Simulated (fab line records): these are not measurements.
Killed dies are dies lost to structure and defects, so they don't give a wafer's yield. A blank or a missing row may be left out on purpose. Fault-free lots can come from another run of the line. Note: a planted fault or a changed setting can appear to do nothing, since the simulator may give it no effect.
Which of the tools did it? :: flow berkeley_cmos170 :: 14 lots with 42 wafers sampled at 2 steps, on a route of 331 steps

## WHAT THE GAUGES SHOWED, per wafer
UCB170_FIELD_THK_MEAS_02.
lot: L795
measured: day 4 19:14
on: film_metro-02
FIELD_OXIDE_THK (nm): 555 554 562

lot: L798
measured: day 5 12:58
on: film_metro-03
FIELD_OXIDE_THK (nm): 569 567 562

lot: L799
measured: day 5 08:31
on: film_metro-03
FIELD_OXIDE_THK (nm): 573 567 580

lot: L801
measured: day 5 12:58
on: film_metro-02
FIELD_OXIDE_THK (nm): 576 585 577

lot: L800
measured: day 5 08:36
on: film_metro-03
FIELD_OXIDE_THK (nm): 576 572 572

lot: L802
measured: day 5 12:59
on: film_metro-04
FIELD_OXIDE_THK (nm): 568 566 566

lot: L803
measured: day 5 23:51
on: film_metro-04
FIELD_OXIDE_THK (nm): 545 549 552

lot: L804
measured: day 6 14:31
on: film_metro-03
FIELD_OXIDE_THK (nm): 549 550 548

lot: L805
measured: day 6 14:30
on: film_metro-02
FIELD_OXIDE_THK (nm): 544 547 549

lot: L809
measured: day 7 14:36
on: film_metro-04
FIELD_OXIDE_THK (nm): 576 583 578

lot: L810
measured: day 7 14:32
on: film_metro-02
FIELD_OXIDE_THK (nm): 557 576 566

lot: L811
measured: day 7 14:36
on: film_metro-02
FIELD_OXIDE_THK (nm): 566 572 570

lot: L817
measured: day 9 12:04
on: film_metro-02
FIELD_OXIDE_THK (nm): 582 569 565

lot: L816
measured: day 9 12:05
on: film_metro-04
FIELD_OXIDE_THK (nm): 574 576 569

## TOOL THAT RAN EACH LOT (tool first, then ch and the chambers of the sampled wafers, then the start)
lot: L795
UCB170_NWELL_SOFTBAKE_08: litho_track-02 ch 0, day 2 15:32

lot: L798
UCB170_NWELL_SOFTBAKE_08: litho_track-01 ch 0, day 3 01:58

lot: L799
UCB170_NWELL_SOFTBAKE_08: litho_track-02 ch 0, day 3 01:59

lot: L801
UCB170_NWELL_SOFTBAKE_08: litho_track-03 ch 0, day 3 06:59

lot: L800
UCB170_NWELL_SOFTBAKE_08: litho_track-01 ch 0, day 3 07:02

lot: L802
UCB170_NWELL_SOFTBAKE_08: litho_track-01 ch 0, day 3 13:20

lot: L803
UCB170_NWELL_SOFTBAKE_08: litho_track-02 ch 0, day 3 21:40

lot: L804
UCB170_NWELL_SOFTBAKE_08: litho_track-02 ch 0, day 4 01:35

lot: L805
UCB170_NWELL_SOFTBAKE_08: litho_track-02 ch 0, day 4 06:37

lot: L809
UCB170_NWELL_SOFTBAKE_08: litho_track-02 ch 0, day 5 03:04

lot: L810
UCB170_NWELL_SOFTBAKE_08: litho_track-01 ch 0, day 5 08:29

lot: L811
UCB170_NWELL_SOFTBAKE_08: litho_track-02 ch 0, day 5 08:34

lot: L817
UCB170_NWELL_SOFTBAKE_08: litho_track-03 ch 0, day 6 22:49

lot: L816
UCB170_NWELL_SOFTBAKE_08: litho_track-01 ch 0, day 6 22:52
- UCB170_NWELL_SOFTBAKE_08: time 60 s.

## AS READ BY THE TOOLS THEMSELVES (means over the sampled wafers that have a number; for cases with no such wafer, the mark the record gives instead)
UCB170_NWELL_SOFTBAKE_08.
lot: L795
tool: litho_track-02
exhaust_pa (Pa): 45.2
heater_power_total_W (W): 56.80
plate_temp_C (C): 130.12
run_length_s (s): 88.86

lot: L798
tool: litho_track-01
exhaust_pa (Pa): 44.6
heater_power_total_W (W): 56.81
plate_temp_C (C): 130.12
run_length_s (s): 89.48

lot: L799
tool: litho_track-02
exhaust_pa (Pa): 45.2
heater_power_total_W (W): 56.80
plate_temp_C (C): 129.90
run_length_s (s): 88.77

lot: L801
tool: litho_track-03
exhaust_pa (Pa): 44.4
heater_power_total_W (W): 56.81
plate_temp_C (C): 130.06
run_length_s (s): 89.23

lot: L800
tool: litho_track-01
exhaust_pa (Pa): 46.1
heater_power_total_W (W): 56.82
plate_temp_C (C): 130.11
run_length_s (s): 89.65

lot: L802
tool: litho_track-01
exhaust_pa (Pa): 44.2
heater_power_total_W (W): 56.82
plate_temp_C (C): 129.90
run_length_s (s): 89.49

lot: L803
tool: litho_track-02
exhaust_pa (Pa): 43.9
heater_power_total_W (W): 56.82
plate_temp_C (C): 129.96
run_length_s (s): 88.78

lot: L804
tool: litho_track-02
exhaust_pa (Pa): 44.6
heater_power_total_W (W): 56.80
plate_temp_C (C): 129.97
run_length_s (s): 88.92

lot: L805
tool: litho_track-02
exhaust_pa (Pa): 46.1
heater_power_total_W (W): 56.77
plate_temp_C (C): 130.04
run_length_s (s): 88.99

lot: L809
tool: litho_track-02
exhaust_pa (Pa): 46.4
heater_power_total_W (W): 56.80
plate_temp_C (C): 129.92
run_length_s (s): 112.29

lot: L810
tool: litho_track-01
exhaust_pa (Pa): 45.0
heater_power_total_W (W): 56.79
plate_temp_C (C): 130.09
run_length_s (s): 89.47

lot: L811
tool: litho_track-02
exhaust_pa (Pa): 43.8
heater_power_total_W (W): 56.78
plate_temp_C (C): 130.04
run_length_s (s): 112.37

lot: L817
tool: litho_track-03
exhaust_pa (Pa): 45.7
heater_power_total_W (W): 56.82
plate_temp_C (C): 130.05
run_length_s (s): 89.17

lot: L816
tool: litho_track-01
exhaust_pa (Pa): 44.1
heater_power_total_W (W): 56.79
plate_temp_C (C): 130.06
run_length_s (s): 89.53

## THE ANSWER, worked out from the rows above alone
Rule: what is usual is taken from the lots themselves. Put in order of their means at a reading, lots are off if they are a third of the lots or fewer, leave a main group of 4 or more, and stand apart from it by a gap of 3 or more times the standard deviation of the main group's means; of several such gaps the widest counts. Not used: any main group whose means are identical at the precision the tables above print for the reading. A lot without any number at a reading at which 4 lots or more have one is off too. Any other lot the step has rows for is counted as sound. The gauges are gone through in route order, then the tools' own readings, and for those a lot's mean is taken as printed above. At the first step where some lot is off, the reading lying furthest off is the one used; lots without a number count as furthest.
Off: L809, L811, at UCB170_NWELL_SOFTBAKE_08 (run_length_s). Mean 89.19 s and standard deviation 0.31 in the main group.
A tool fits if, at that step or a process step before it, it ran every lot that is off, and no sound lot after the first of them. One candidate fits, namely litho_track-02 at UCB170_NWELL_SOFTBAKE_08. Its last sound lot is L805 (day 4 06:37), its first lot that is off L809 (day 5 03:04): a fault that began between those two fits.
The tool's own readings at UCB170_NWELL_SOFTBAKE_08 bear it out: on the lots that are off they differ by more than 5 times the standard deviation of the sound lots' means. run_length_s reads 112.33 s there against 89.19 s on the sound lots.

## WHAT THE SIMULATOR HAD PUT IN
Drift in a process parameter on litho_track-02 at UCB170_NWELL_SOFTBAKE_08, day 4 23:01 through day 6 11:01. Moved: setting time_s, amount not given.
Lots struck among those shown: L809, L811. The same result came from the rule above.
